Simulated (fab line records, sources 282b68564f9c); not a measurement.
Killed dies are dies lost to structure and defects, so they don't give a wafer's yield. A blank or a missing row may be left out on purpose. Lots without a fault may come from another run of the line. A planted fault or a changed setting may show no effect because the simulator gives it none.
fab line records | flow rit_cmos
record lots=6 wafers=18 last_day=7
route steps=202 shown ACTIVE@11 FOX1@20 FOX2@23 NWELL@28 PWELL@39 WELLDRIVE@50 SILICIDE@161 M1@202
lots that met no fault: from a run of the same line without faults
start_h: hours from the record's first day to the start of the lot's first wafer shown | wait_h: hours since the lot's step before | " the same as in the row above | L1.1+2: a row that stands for several wafers | - no value, or no start given | * or withheld: withheld | < > ~ a bound
route shown NAME@n: a module of which the file shows steps, and the number in the route of the first | usual: mean/standard deviation of fault-free wafers | same: alike in all rows | chamber/n: place in a boat | sites: the reading at each site | _std_site: their standard deviation | _edge_site: outer sites' mean less inner sites' | radius_mm: how far each site lies from the wafer's centre | mask NAME#n: copy n | behind: the tool/chamber that last shaped the wafer | hold: why the lot was held/for how many hours/how that ended | device: the transistor (n, p or np) that didn't switch | end of line: the same wafers' tests at the end of the route | a step without rows: its recipe alone | killed: dies lost to structure and defects at the first sort, not the wafer's yield | map: a wafer's dies, x killed, . not, _ none there
set.NAME: the setting as run; set.NAME@STEP: as run at that earlier step | model.NAME: the simulator's own value behind a step, which no gauge read
lots at some steps of the route; a table a step, a row a wafer
services: from which hour (start_h, from the record's first day; less than 0 if before it) a tool's chamber was out of use, for how many hours, and why
## steps
# step RIT_ACTIVE_DEVELOP_10
# recipe resist=NOVOLAK develop_time_s=50 dev_temp_c=23
# step RIT_ACTIVE_CD_MEAS_11
# recipe target_cd_nm=1400
# usual cd_nm=1400.0/2.2
# columns lot.wafer tool chamber start_h wait_h cd_nm
L132.3 cd_sem-01 - 19.48 - 1399.5
L132.5 " - " " 1400.5
L132.6 " - " " 1399.9
L133.1 cd_sem-02 - 25.15 - 1399.6
L133.2 " - " " 1398.2
L133.4 " - " " 1398.9
L148.1 cd_sem-02 - 100.51 - 1400.2
L148.5 " - " " 1398.6
L148.6 " - " " 1399.2
L150.3 cd_sem-02 - 109.60 - 1398.0
L150.5 " - " " 1400.5
L150.6 " - " " 1397.8
L151.1 cd_sem-01 - 114.57 - 1399.0
L151.2 " - " " 1400.0
L151.4 " - " " 1396.7
L153.1 cd_sem-01 - 124.56 - 1398.8
L153.3 " - " " 1402.3
L153.5 " - " " 1397.4
# step RIT_ACTIVE_HARDBAKE_12
# recipe resist=NOVOLAK temp_c=140 time_s=60
# step RIT_ACTIVE_ETCH_13
# recipe stop_on=SiO2 chemistry=SF6 target=Si3N4 time_s=210 over_etch_frac=0.4 SF6_flow_sccm=200 pressure_mtorr=260 rf_w=125 target_depth_a=2100
# usual drypump_motor_current_A=5.8/0.43 oes_product_au=0.823/0.015 throttle_valve_pct=7.53/0.082
# same time_s=210
# columns lot.wafer tool chamber start_h wait_h drypump_motor_current_A oes_product_au rf_hours_counter_h throttle_valve_pct
L132.3 rie_diel-04 0 19.71 0.1 6.3 0.838 33 7.57
L132.5 " 1 " " 5.7 0.833 - 7.63
L132.6 " 0 " " 6.3 0.836 - 7.57
L133.1 rie_diel-03 0 25.42 0.1 6.3 0.803 153 7.59
L133.2 " 3 " " 6.0 0.806 4 7.39
L133.4 " 2 " " 5.7 0.829 127 7.53
L148.1 rie_diel-04 0 100.81 0.1 6.3 0.840 35 7.58
L148.5 " 2 " " 6.4 0.839 - 7.45
L148.6 " 1 " " 5.7 0.813 - 7.62
L150.3 rie_diel-04 2 109.83 0.1 6.4 0.845 134 7.46
L150.5 " 1 " " 5.7 0.822 - 7.64
L150.6 " 2 " " 6.4 0.836 - 7.45
L151.1 rie_diel-04 2 114.84 0.1 6.4 0.847 134 7.46
L151.2 " 1 " " 5.7 0.830 1 7.63
L151.4 " 0 " " 6.3 0.853 35 7.58
L153.1 rie_diel-03 1 124.83 0.1 5.3 0.800 3 7.53
L153.3 " 2 " " 5.6 0.826 129 7.54
L153.5 " 3 " " 6.1 0.803 - 7.38
# step RIT_ACTIVE_STRIP_14
# recipe chemistry=O2 time_s=180 resist=NOVOLAK platen_temp_c=withheld power_w=500 pressure_mtorr=4000 o2_flow_sccm=4000
# usual drypump_motor_current_A=5.43/0.27
# same time_s=180
# columns lot.wafer tool chamber start_h wait_h drypump_motor_current_A rf_hours_counter_h
L132.3 plasma_asher-02 1 19.90 0.1 5.40 -
L132.5 " 1 " " 5.40 -
L132.6 " 0 " " 5.35 -
L133.1 plasma_asher-02 1 25.55 0.1 5.39 23
L133.2 " 0 " " 5.35 23
L133.4 " 0 " " 5.33 -
L148.1 plasma_asher-01 1 100.95 0.1 5.27 45
L148.5 " 1 " " 5.28 -
L148.6 " 0 " " 5.30 -
L150.3 plasma_asher-04 0 110.03 0.1 5.95 -
L150.5 " 1 " " 5.21 -
L150.6 " 0 " " 5.92 -
L151.1 plasma_asher-04 1 114.98 0.1 5.17 47
L151.2 " 0 " " 5.93 47
L151.4 " 1 " " 5.17 -
L153.1 plasma_asher-04 1 124.97 0.1 5.21 48
L153.3 " 0 " " 5.96 -
L153.5 " 0 " " 5.93 -
# step RIT_ACTIVE_CD_MEAS_90
# recipe target_cd_nm=1400
# usual cd_nm=1400.0/2.2
# columns lot.wafer tool chamber start_h wait_h cd_nm
L132.3 cd_sem-02 - 20.06 0.1 1399.6
L132.5 " - " " 1400.9
L132.6 " - " " 1399.4
L133.1 cd_sem-02 - 25.73 0.1 1399.4
L133.2 " - " " 1397.9
L133.4 " - " " 1398.5
L148.1 cd_sem-01 - 101.12 0.1 1400.2
L148.5 " - " " 1399.0
L148.6 " - " " 1399.6
L150.3 cd_sem-01 - 110.18 0.1 1398.2
L150.5 " - " " 1401.0
L150.6 " - " " 1398.4
L151.1 cd_sem-02 - 115.15 0.1 1399.3
L151.2 " - " " 1400.1
L151.4 " - " " 1396.8
L153.1 cd_sem-02 - 125.14 0.1 1398.7
L153.3 " - " " 1402.1
L153.5 " - " " 1397.1
# step RIT_ACTIVE_CLEAN_15
# recipe chemistry=SC1 mix=3:3:50 time_s=600 temp_c=75
# step RIT_ACTIVE_CLEAN_16
# recipe chemistry=dHF dilution=50:1 time_s=30
# step RIT_ACTIVE_CLEAN_17
# recipe chemistry=SC2 mix=3:3:50 time_s=600 temp_c=75 dry=n2_spin
# step RIT_FOX1_OXIDATION_00
# recipe temp_c=1100 ambient=H2O target_thk_a=3507 p_h2o_torr=720 ox_time_s=1130
# step RIT_FOX1_THK_MEAS_01
# recipe reads=SiO2_of_FOX1_OXIDATION_00
# usual FOX1_OXIDE_THK=348/6.3
# columns lot.wafer tool chamber start_h wait_h FOX1_OXIDE_THK[nm]
L132.3 film_metro-03 - 21.84 0.0 350
L132.5 " - " " 346
L132.6 " - " " 345
L133.1 film_metro-02 - 28.37 0.0 343
L133.2 " - " " 345
L133.4 " - " " 347
L148.1 film_metro-02 - 102.94 0.0 360
L148.5 " - " " 351
L148.6 " - " " 357
L150.3 film_metro-04 - 111.96 0.0 358
L150.5 " - " " 352
L150.6 " - " " 352
L151.1 film_metro-04 - 117.50 0.0 338
L151.2 " - " " 341
L151.4 " - " " 340
L153.1 film_metro-03 - 128.17 0.0 347
L153.3 " - " " 342
L153.5 " - " " 347
# step RIT_FOX1_WET_ETCH_02
# recipe chemistry=BOE target_depth_nm=350 time_s=390 temp_c=21.5 dry=n2_spin dilution=10:1 target=SiO2
# step RIT_FOX2_OXIDATION_00
# recipe temp_c=1100 ambient=H2O target_thk_a=3507 p_h2o_torr=720 ox_time_s=1130
# usual spike_tc_centre_C=1102.7/1 spike_tc_load_C=1128.8/1.5 spike_tc_source_C=1131.2/2.2 tube_center_temp_C=1100/0.098 tube_center_temp_C_max=1102.8/0.47
# columns lot.wafer tool chamber start_h wait_h spike_tc_centre_C spike_tc_load_C spike_tc_source_C tube_center_temp_C tube_center_temp_C_max model.SiO2_of_FOX2_OXIDATION_00.thk_nm
L132.3 furnace-01 0 22.05 0.1 1103.1 1129.1 1132.4 1100.1 1102.8 350.8
L132.5 " 0 " " 1102.0 1130.3 1131.0 1099.9 1102.7 348.4
L132.6 " 0 " " 1102.8 1129.3 1132.5 1099.9 1102.8 347.4
L133.1 furnace-03 0 28.54 0.0 1103.1 1129.6 1127.0 1099.9 1102.5 347.1
L133.2 " 0 " " 1101.6 1130.0 1128.5 1100 1102.7 348.2
L133.4 " 0 " " 1101.4 1130.7 1125.3 1100.2 1103.4 348.8
L148.1 furnace-01 0 103.12 0.0 1081.4 1105.7 1110.6 1077.5 1080.0 304
L148.5 " 0 " " 1081.0 1107.3 1111.6 1077.6 1080.0 310.3
L148.6 " 0 " " 1081.1 1106.0 1108.1 1077.3 1079.8 308.8
L150.3 furnace-01 0 112.19 0.1 1079.4 1106.3 1110.6 1077.4 1079.4 310.8
L150.5 " 0 " " 1081.8 1104.9 1106.9 1077.4 1081.4 305.4
L150.6 " 0 " " 1080.8 1106.1 1108.6 1077.4 1079.8 310.4
L151.1 furnace-02 0 117.68 0.0 1102.1 1127.0 1132.9 1100.1 1102.5 362.8
L151.2 " 0 " " 1102.3 1125.9 1134.2 1100 1103.9 359.9
L151.4 " 0 " " 1102.8 1126.6 1131.3 1100 1102.5 360.4
L153.1 furnace-03 0 128.35 0.0 1102.4 1128.2 1125.8 1100.1 1102.9 341.7
L153.3 " 0 " " 1103.7 1129.7 1127.6 1099.9 1102.8 344.4
L153.5 " 0 " " 1101.0 1129.5 1127.4 1100 1103.7 351.6
# step RIT_FOX2_THK_MEAS_01
# recipe reads=SiO2_of_FOX2_OXIDATION_00
# usual FOX2_OXIDE_THK=348/5.5
# columns lot.wafer tool chamber start_h wait_h FOX2_OXIDE_THK[nm]
L132.3 film_metro-01 - 23.39 0.0 351
L132.5 " - " " 348
L132.6 " - " " 347
L133.1 film_metro-01 - 29.86 0.0 347
L133.2 " - " " 348
L133.4 " - " " 349
L148.1 film_metro-03 - 104.43 0.0 304
L148.5 " - " " 310
L148.6 " - " " 309
L150.3 film_metro-03 - 113.53 0.0 311
L150.5 " - " " 306
L150.6 " - " " 311
L151.1 film_metro-03 - 119.00 0.0 363
L151.2 " - " " 360
L151.4 " - " " 360
L153.1 film_metro-02 - 129.66 0.0 341
L153.3 " - " " 344
L153.5 " - " " 352
# step RIT_FOX2_CLEAN_02
# recipe chemistry=dHF dilution=50:1 time_s=180
# step RIT_FOX2_WET_ETCH_03
# recipe chemistry=H3PO4 target=Si3N4 target_depth_nm=195 temp_c=165 time_s=2700
# step RIT_FOX2_THK_MEAS_90
# recipe reads=SiO2_of_FOX2_OXIDATION_00
# usual FIELD_OXIDE_LEFT_1_THK=321/5.6
# columns lot.wafer tool chamber start_h wait_h FIELD_OXIDE_LEFT_1_THK[nm]
L132.3 film_metro-01 - 24.26 0.0 323
L132.5 " - " " 321
L132.6 " - " " 320
L133.1 film_metro-01 - 30.73 0.0 320
L133.2 " - " " 321
L133.4 " - " " 321
L148.1 film_metro-02 - 105.31 0.0 277
L148.5 " - " " 283
L148.6 " - " " 281
L150.3 film_metro-02 - 114.40 0.0 283
L150.5 " - " " 278
L150.6 " - " " 283
L151.1 film_metro-01 - 119.87 0.0 336
L151.2 " - " " 333
L151.4 " - " " 333
L153.1 film_metro-01 - 130.54 0.0 314
L153.3 " - " " 317
L153.5 " - " " 324
# step RIT_NWELL_HMDS_00
# recipe prime_time_s=60 prime_temp_c=140
# step RIT_NWELL_COAT_01
# recipe resist=NOVOLAK spin_rpm=2000 resist_thk_nm=1300
# step RIT_NWELL_SOFTBAKE_02
# recipe resist=NOVOLAK temp_c=90 time_s=60
# step RIT_NWELL_EXPOSE_03
# recipe mask_id=M2 na=0.57 target_cd_nm=43900 dose_mj=250
# step RIT_NWELL_PEB_04
# recipe resist=NOVOLAK temp_c=withheld time_s=withheld
# step RIT_NWELL_DEVELOP_05
# recipe resist=NOVOLAK develop_time_s=68 dev_temp_c=23
# step RIT_NWELL_OVL_MEAS_06
# usual NWELL_OVL=-1.0/1.2
# columns lot.wafer tool chamber start_h wait_h NWELL_OVL[nm]
L132.3 overlay-01 - 25.47 - 0.1
L132.5 " - " " -0.5
L132.6 " - " " -0.7
L133.1 overlay-01 - 31.80 - 0.5
L133.2 " - " " -1.2
L133.4 " - " " -0.4
L148.1 overlay-02 - 106.37 - -3.6
L148.5 " - " " -2.4
L148.6 " - " " -3.9
L150.3 overlay-02 - 115.46 - -0.9
L150.5 " - " " -0.7
L150.6 " - " " 2.0
L151.1 overlay-01 - 120.81 - -0.7
L151.2 " - " " -1.4
L151.4 " - " " -1.9
L153.1 overlay-01 - 131.60 - -1.6
L153.3 " - " " -2.0
L153.5 " - " " 0.1
# step RIT_NWELL_HARDBAKE_07
# recipe resist=NOVOLAK temp_c=140 time_s=120
# step RIT_NWELL_IMPLANT_08
# recipe species=P energy_kev=170 dose_cm2=5e+13 tilt_deg=7
# step RIT_NWELL_STRIP_09
# recipe chemistry=O2 time_s=180 resist=NOVOLAK platen_temp_c=withheld power_w=500 pressure_mtorr=4000 o2_flow_sccm=4000
# usual drypump_motor_current_A=5.4/0.39
# same time_s=180
# columns lot.wafer tool chamber start_h wait_h drypump_motor_current_A rf_hours_counter_h
L132.3 plasma_asher-04 1 25.96 0.1 5.2 -
L132.5 " 0 " " 5.9 -
L132.6 " 1 " " 5.2 -
L133.1 plasma_asher-03 0 32.24 0.1 5.9 38
L133.2 " 1 " " 5.0 38
L133.4 " 0 " " 5.9 -
L148.1 plasma_asher-03 0 106.81 0.1 5.9 46
L148.5 " 1 " " 5.0 -
L148.6 " 0 " " 5.9 -
L150.3 plasma_asher-04 0 115.94 0.1 5.9 -
L150.5 " 1 " " 5.2 -
L150.6 " 0 " " 5.9 -
L151.1 plasma_asher-03 0 121.25 0.1 5.9 48
L151.2 " 1 " " 5.0 48
L151.4 " 0 " " 5.9 -
L153.1 plasma_asher-01 1 132.04 0.1 5.2 2
L153.3 " 1 " " 5.2 -
L153.5 " 0 " " 5.3 -
# step RIT_NWELL_TW_MEAS_10
# usual NWELL_TW=2138/30
# columns lot.wafer tool chamber start_h wait_h NWELL_TW
L132.3 film_metro-04 - 26.09 0.1 2143
L132.5 " - " " 2140
L132.6 " - " " 2137
L133.1 film_metro-01 - 32.41 0.1 2100
L133.2 " - " " 2100
L133.4 " - " " 2103
L148.1 film_metro-04 - 106.98 0.1 2157
L148.5 " - " " 2154
L148.6 " - " " 2160
L150.3 film_metro-04 - 116.08 0.1 2165
L150.5 " - " " 2156
L150.6 " - " " 2154
L151.1 film_metro-04 - 121.42 0.1 2163
L151.2 " - " " 2167
L151.4 " - " " 2152
L153.1 film_metro-01 - 132.21 0.1 2086
L153.3 " - " " 2076
L153.5 " - " " 2079
# step RIT_PWELL_HMDS_00
# recipe prime_time_s=60 prime_temp_c=140
# step RIT_PWELL_COAT_01
# recipe resist=NOVOLAK spin_rpm=2000 resist_thk_nm=1300
# step RIT_PWELL_SOFTBAKE_02
# recipe resist=NOVOLAK temp_c=90 time_s=60
# step RIT_PWELL_EXPOSE_03
# recipe mask_id=M3 na=0.57 target_cd_nm=43700 dose_mj=250
# step RIT_PWELL_PEB_04
# recipe resist=NOVOLAK temp_c=withheld time_s=withheld
# step RIT_PWELL_DEVELOP_05
# recipe resist=NOVOLAK develop_time_s=68 dev_temp_c=23
# step RIT_PWELL_OVL_MEAS_06
# usual PWELL_OVL=-0.6/1.5
# columns lot.wafer tool chamber start_h wait_h PWELL_OVL[nm]
L132.3 overlay-01 - 27.15 - -0.3
L132.5 " - " " 1.2
L132.6 " - " " -1.4
L133.1 overlay-02 - 33.48 - -2.4
L133.2 " - " " -0.6
L133.4 " - " " 0.2
L148.1 overlay-02 - 108.05 - -1.8
L148.5 " - " " -2.3
L148.6 " - " " -1.0
L150.3 overlay-01 - 117.14 - -0.8
L150.5 " - " " -0.3
L150.6 " - " " 0.1
L151.1 overlay-02 - 122.38 - -1.5
L151.2 " - " " -1.2
L151.4 " - " " -0.1
L153.1 overlay-01 - 133.28 - 2.2
L153.3 " - " " -0.9
L153.5 " - " " 1.8
# step RIT_PWELL_HARDBAKE_07
# recipe resist=NOVOLAK temp_c=140 time_s=120
# step RIT_PWELL_IMPLANT_08
# recipe species=B energy_kev=170 dose_cm2=7e+13 tilt_deg=7
# step RIT_PWELL_STRIP_09
# recipe chemistry=O2 time_s=180 resist=NOVOLAK platen_temp_c=withheld power_w=500 pressure_mtorr=4000 o2_flow_sccm=4000
# usual drypump_motor_current_A=5.37/0.28
# same time_s=180
# columns lot.wafer tool chamber start_h wait_h drypump_motor_current_A rf_hours_counter_h
L132.3 plasma_asher-03 0 27.63 0.1 5.93 -
L132.5 " 1 " " 4.96 -
L132.6 " 0 " " 5.93 -
L133.1 plasma_asher-02 1 33.91 0.1 5.44 24
L133.2 " 0 " " 5.36 24
L133.4 " 1 " " 5.42 -
L148.1 plasma_asher-03 0 108.48 0.1 5.92 46
L148.5 " 1 " " 4.96 -
L148.6 " 0 " " 5.93 -
L150.3 plasma_asher-02 0 117.62 0.1 5.36 -
L150.5 " 1 " " 5.38 -
L150.6 " 0 " " 5.36 -
L151.1 plasma_asher-02 0 122.81 0.1 5.37 34
L151.2 " 1 " " 5.34 34
L151.4 " 1 " " 5.42 -
L153.1 plasma_asher-01 0 133.72 0.1 5.33 2
L153.3 " 1 " " 5.27 -
L153.5 " 0 " " 5.29 -
# step RIT_PWELL_TW_MEAS_10
# usual PWELL_TW=947/12
# columns lot.wafer tool chamber start_h wait_h PWELL_TW
L132.3 film_metro-04 - 27.77 0.1 952
L132.5 " - " " 951
L132.6 " - " " 945
L133.1 film_metro-04 - 34.09 0.1 955
L133.2 " - " " 954
L133.4 " - " " 955
L148.1 film_metro-04 - 108.66 0.1 962
L148.5 " - " " 959
L148.6 " - " " 954
L150.3 film_metro-01 - 117.76 0.1 928
L150.5 " - " " 931
L150.6 " - " " 929
L151.1 film_metro-03 - 122.99 0.1 950
L151.2 " - " " 947
L151.4 " - " " 951
L153.1 film_metro-03 - 133.89 0.1 954
L153.3 " - " " 947
L153.5 " - " " 950
# step RIT_WELLDRIVE_ANNEAL_00
# recipe temp_c=1100 time_s=14700 ambient=N2
# step RIT_WELLDRIVE_RS_MEAS_01
# recipe thk_meas_gauge=four-point-probe
# usual NWELL_RS=274.9/0.76
# columns lot.wafer tool chamber start_h wait_h NWELL_RS[ohm/sq]
L132.3 film_metro-04 - 32.93 0.0 274.4
L132.5 " - " " 273.2
L132.6 " - " " 273.9
L133.1 film_metro-04 - 39.23 0.0 274.1
L133.2 " - " " 274.5
L133.4 " - " " 273.4
L148.1 film_metro-03 - 114.94 0.0 275.1
L148.5 " - " " 274.2
L148.6 " - " " 273.9
L150.3 film_metro-01 - 122.92 0.0 275.1
L150.5 " - " " 275.3
L150.6 " - " " 274.7
L151.1 film_metro-04 - 128.13 0.0 274.6
L151.2 " - " " 274.4
L151.4 " - " " 275.6
L153.1 film_metro-04 - 139.03 0.0 274.4
L153.3 " - " " 274.1
L153.5 " - " " 273.7
# step RIT_WELLDRIVE_RS_MEAS_02
# recipe thk_meas_gauge=four-point-probe
# usual PWELL_RS=429.1/1.4
# columns lot.wafer tool chamber start_h wait_h PWELL_RS[ohm/sq]
L132.3 film_metro-04 - 33.05 0.1 427.2
L132.5 " - " " 427.9
L132.6 " - " " 427.0
L133.1 film_metro-04 - 39.35 0.1 430.2
L133.2 " - " " 428.6
L133.4 " - " " 428.3
L148.1 film_metro-03 - 115.06 0.1 429.0
L148.5 " - " " 429.0
L148.6 " - " " 430.0
L150.3 film_metro-01 - 123.04 0.1 431.1
L150.5 " - " " 430.1
L150.6 " - " " 430.0
L151.1 film_metro-04 - 128.25 0.1 429.7
L151.2 " - " " 429.1
L151.4 " - " " 428.9
L153.1 film_metro-04 - 139.15 0.1 429.2
L153.3 " - " " 428.7
L153.5 " - " " 429.8
# step RIT_FOX2_THK_MEAS_91
# recipe reads=SiO2_of_FOX2_OXIDATION_00
# usual FIELD_OXIDE_LEFT_2_THK=252/5.4
# columns lot.wafer tool chamber start_h wait_h FIELD_OXIDE_LEFT_2_THK[nm]
L132.3 film_metro-01 - 36.83 0.0 255
L132.5 " - " " 252
L132.6 " - " " 251
L133.1 film_metro-02 - 43.16 0.0 251
L133.2 " - " " 252
L133.4 " - " " 253
L148.1 film_metro-01 - 119.00 0.0 208
L148.5 " - " " 215
L148.6 " - " " 213
L150.3 film_metro-02 - 126.82 0.0 215
L150.5 " - " " 210
L150.6 " - " " 215
L151.1 film_metro-02 - 132.29 0.0 266
L151.2 " - " " 264
L151.4 " - " " 264
L153.1 film_metro-01 - 143.04 0.0 245
L153.3 " - " " 248
L153.5 " - " " 255
# step RIT_SILICIDE_WET_ETCH_00
# recipe chemistry=BOE target=SiO2 target_depth_nm=14 time_s=15 dry=n2_spin dilution=10:1 temp_c=21.5
# same time_s=15
# columns lot.wafer tool chamber start_h wait_h model.SiO2_of_FOX2_OXIDATION_00.thk_nm
L132.3 wet_bench-03 1 54.35 0.1 149.9
L132.5 " 1 " " 147.7
L132.6 " 1 " " 146.5
L133.1 wet_bench-04 2 61.13 0.1 146.8
L133.2 " 2 " " 147.2
L133.4 " 2 " " 149.3
L148.1 wet_bench-01 2 136.54 0.1 104.2
L148.5 " 2 " " 110.1
L148.6 " 2 " " 107.6
L150.3 wet_bench-03 1 145.10 0.1 110
L150.5 " 1 " " 104.5
L150.6 " 1 " " 111.1
L151.1 wet_bench-01 2 149.96 0.1 162.5
L151.2 " 2 " " 158.1
L151.4 " 2 " " 159.9
L153.1 wet_bench-04 2 161.90 0.1 140.8
L153.3 " 2 " " 143.8
L153.5 " 2 " " 150.7
# step RIT_M1_PROBE_99
# usual killed_at_contacts=0.1/0.31 killed_at_front_end=6.8/2.7 killed_dies=6.9/2.7 killed_open=3.3/1.8 killed_short=3.5/1.8
# same gross_dies=264 killed_at_M0_to_M3=0 killed_at_M4_up=0 killed_at_back_side=0 killed_at_other=0
# columns lot.wafer tool chamber start_h wait_h killed_at_contacts killed_at_front_end killed_dies killed_open killed_short model.etest.nldd.width_nm model.etest.pldd.width_nm model.etest.nplus_sal.width_nm model.etest.pwell.rs_ohm_sq model.etest.field_n.vt_v model.etest.field_p_metal.vt_v model.etest.poly_comb_over_steps.leak_log10_a_um model.etest.iso_nwell_nwell.bv_v
L132.3 prober-01 - 61.56 0.2 0 4 4 2 1 3189 3182 3431 417.9 34.53 -30.02 -12.85 21.18
L132.5 prober-01 - 61.66 0.2 0 5 5 3 2 3202 3207 3467 411.7 34.09 -30.7 -12.5 21.93
L132.6 prober-01 - 61.71 0.2 1 5 6 3 3 3212 3205 3435 419.8 33.96 -30.73 -12.85 21.39
L133.1 prober-01 - 67.97 0.1 0 6 6 4 2 3184 3175 3454 415.3 34.16 -29.48 -12.75 22.04
L133.2 prober-01 - 68.02 0.1 0 6 6 2 4 3162 3174 3462 412.7 34.33 -28.91 -12.61 22.06
L133.4 prober-01 - 68.12 0.2 0 4 4 2 2 3188 3197 3454 420 34.35 -29.94 -12.43 22
L148.1 prober-01 - 143.44 0.1 0 5 5 4 1 3212 3206 3468 405.1 28.36 -32.46 -11.44 21.51
L148.5 prober-01 - 143.64 0.2 0 9 9 6 3 3232 3231 3469 403.8 29.23 -31.51 -11.94 21.8
L148.6 prober-01 - 143.69 0.2 0 8 8 2 6 3221 3210 3489 403.2 29.06 -31.93 -12.96 21.7
L150.3 prober-01 - 152.16 0.2 0 13 13 7 6 3210 3213 3480 412.8 29.04 -30.56 -11.44 20.97
L150.5 prober-01 - 152.26 0.2 0 4 4 1 3 3222 3242 3494 412.5 28.28 -31.17 -11.05 20.25
L150.6 prober-01 - 152.31 0.2 0 3 3 0 3 3239 3219 3456 414 28.9 -31.54 -12.85 21.02
L151.1 prober-02 - 156.84 0.1 0 11 11 5 6 3180 3167 3435 421.9 36.14 -28.5 -12.71 22.1
L151.2 prober-02 - 156.89 0.1 0 13 13 8 5 3156 3172 3468 417.7 35.83 -28.03 -12.87 22.23
L151.4 prober-02 - 156.99 0.2 0 3 3 2 1 3173 3169 3445 427.2 35.86 -28.77 -12.77 21.18
L153.1 prober-02 - 168.65 0.1 0 6 6 1 4 3186 3188 3437 408.9 33.48 -29.82 -12.78 22.34
L153.3 prober-02 - 168.75 0.2 0 7 7 5 2 3202 3203 3442 414.2 33.81 -30.09 -12.77 22.02
L153.5 prober-02 - 168.85 0.2 0 8 8 4 4 3174 3176 3421 419.9 34.75 -30 -12.74 21.89
# killed by level:class
L132.3 FOX1:geometric_particle:short=1 FOX1:geometric_particle:open=1 SPACER:geometric_particle:open=1 NRETRO:coat_microbubble_printed=1
L132.5 SPACER:geometric_particle:open=2 GATE:geometric_particle:short=1 REOX:geometric_particle:open=1 SPACER:geometric_particle:short=1
L132.6 FOX1:geometric_particle:short=1 FOX2:geometric_particle:short=1 GATE:geometric_particle:open=1 REOX:geometric_particle:open=1 SPACER:geometric_particle:short=1 CONTACT:geometric_particle:open=1
L133.1 GATE:geometric_particle:short=2 GATE:geometric_particle:open=2 FOX1:geometric_particle:open=1 SILICIDE:geometric_particle:open=1
L133.2 FOX1:geometric_particle:short=1 GATE:geometric_particle:short=1 REOX:geometric_particle:short=1 SPACER:geometric_particle:short=1 SPACER:geometric_particle:open=1 SILICIDE:geometric_particle:open=1
L133.4 FOX1:geometric_particle:open=1 FOX2:geometric_particle:open=1 GATE:geometric_particle:short=1 SPACER:geometric_particle:short=1
L148.1 SILICIDE:geometric_particle:open=2 FOX2:geometric_particle:open=1 GATE:geometric_particle:short=1 GATE:geometric_particle:open=1
L148.5 REOX:geometric_particle:short=2 SILICIDE:geometric_particle:open=2 ACTIVE:geometric_particle:open=1 FOX2:geometric_particle:open=1 GATE:geometric_particle:open=1 REOX:geometric_particle:open=1 SILICIDE:geometric_particle:short=1
L148.6 GATE:geometric_particle:short=4 GATE:geometric_particle:open=2 REOX:geometric_particle:short=1 SPACER:geometric_particle:short=1
L150.3 SILICIDE:geometric_particle:open=3 GATE:geometric_particle:short=2 GATE:geometric_particle:open=2 REOX:geometric_particle:short=2 FOX1:geometric_particle:open=1 FOX1:geometric_particle:short=1 REOX:geometric_particle:open=1 SILICIDE:geometric_particle:short=1
L150.5 SILICIDE:geometric_particle:short=2 SPACER:geometric_particle:short=1 SILICIDE:geometric_particle:open=1
L150.6 GATE:geometric_particle:short=2 REOX:geometric_particle:short=1
L151.1 GATE:geometric_particle:short=4 GATE:geometric_particle:open=3 FOX2:geometric_particle:open=1 REOX:geometric_particle:open=1 REOX:geometric_particle:short=1 SPACER:geometric_particle:short=1
L151.2 GATE:geometric_particle:short=4 GATE:geometric_particle:open=3 SILICIDE:geometric_particle:open=3 REOX:geometric_particle:open=1 SPACER:geometric_particle:open=1 SPACER:geometric_particle:short=1
L151.4 FOX1:geometric_particle:open=1 GATE:geometric_particle:short=1 SILICIDE:geometric_particle:open=1
L153.1 SILICIDE:geometric_particle:short=2 FOX1:geometric_particle:short=1 GATE:geometric_particle:open=1 GATE:geometric_particle:short=1 NWELL:coat_microbubble_printed=1
L153.3 GATE:geometric_particle:open=2 FOX1:geometric_particle:open=1 GATE:geometric_particle:short=1 SPACER:geometric_particle:open=1 SILICIDE:geometric_particle:short=1 SILICIDE:geometric_particle:open=1
L153.5 FOX2:geometric_particle:open=2 GATE:geometric_particle:short=2 FOX1:geometric_particle:short=1 GATE:geometric_particle:open=1 REOX:geometric_particle:short=1 SPACER:geometric_particle:open=1
## services
# columns tool chamber start_h hours kind
plasma_asher-02 - -1.77 11.0 repair
rie_diel-04 3 2.58 10.8 repair
furnace-02 - 4.89 3.9 pm
plasma_asher-02 - 26.34 0.9 repair
rie_diel-04 3 30.85 - clean
rie_diel-04 3 30.85 17.5 scheduled_down
rie_diel-04 3 30.85 17.5 vent_cycle
plasma_asher-01 - 31.89 11.1 repair
furnace-01 - 41.66 4.0 pm
wet_bench-04 - 45.63 0.6 repair
furnace-03 - 52.84 16.2 repair
rie_diel-04 1 66.01 - clean
furnace-03 - 69.08 15.7 pm
furnace-02 - 74.13 13.5 pm
rie_diel-03 - 95.47 0.4 repair
furnace-02 - 98.00 2.6 pm
rie_diel-04 0 104.39 7.0 repair
plasma_asher-01 - 108.75 9.0 pm
plasma_asher-04 - 116.28 1.5 repair
furnace-01 - 129.02 3.8 pm
rie_diel-03 3 137.19 5.7 repair
furnace-03 - 141.21 3.2 pm
rie_diel-03 1 155.87 3.6 repair
furnace-02 - 157.76 4.6 pm
## key
first_sign step=RIT_FOX2_OXIDATION_00 reading=tube_center_temp_C direction=down sigmas=99+ usual=* struck=*
effect step=RIT_FOX2_OXIDATION_00 reading=tube_center_temp_C_max direction=down sigmas=49 usual=* struck=*
effect step=RIT_FOX2_THK_MEAS_01 reading=FOX2_OXIDE_THK direction=down sigmas=7.1 usual=348 struck=308
effect step=RIT_FOX2_THK_MEAS_90 reading=FIELD_OXIDE_LEFT_1_THK direction=down sigmas=7.1 usual=321 struck=281
effect step=RIT_FOX2_THK_MEAS_91 reading=FIELD_OXIDE_LEFT_2_THK direction=down sigmas=7.3 usual=252 struck=213
model_effect step=RIT_FOX2_OXIDATION_00 value=SiO2_of_FOX2_OXIDATION_00.thk_nm without=346.9 struck=308.3
model_effect step=RIT_SILICIDE_WET_ETCH_00 value=SiO2_of_FOX2_OXIDATION_00.thk_nm without=146.5 struck=107.9
model_effect step=RIT_M1_PROBE_99 value=etest.nldd.width_nm without=3184 struck=3223
met_at RIT_FOX2_OXIDATION_00
struck_wafers L148.1,L148.5,L148.6,L150.3,L150.5,L150.6
tester_left_out L148,L150
onset_between 22.05 103.12
fault kind=process_parameter_drift tool=furnace-01 chamber=- onset_h=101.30 steps=RIT_FOX2_OXIDATION_00 channel=temp_c offset=* shape=step end_h=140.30 acts_in=* stated=*
# tester_left_out: of these lots the tester's yield and bins aren't shown, on N5 and GAA mostly nor the transistor test; their killed dies are dies lost to structure and defects alone, not to doping, threshold or leakage, so they don't give the yield
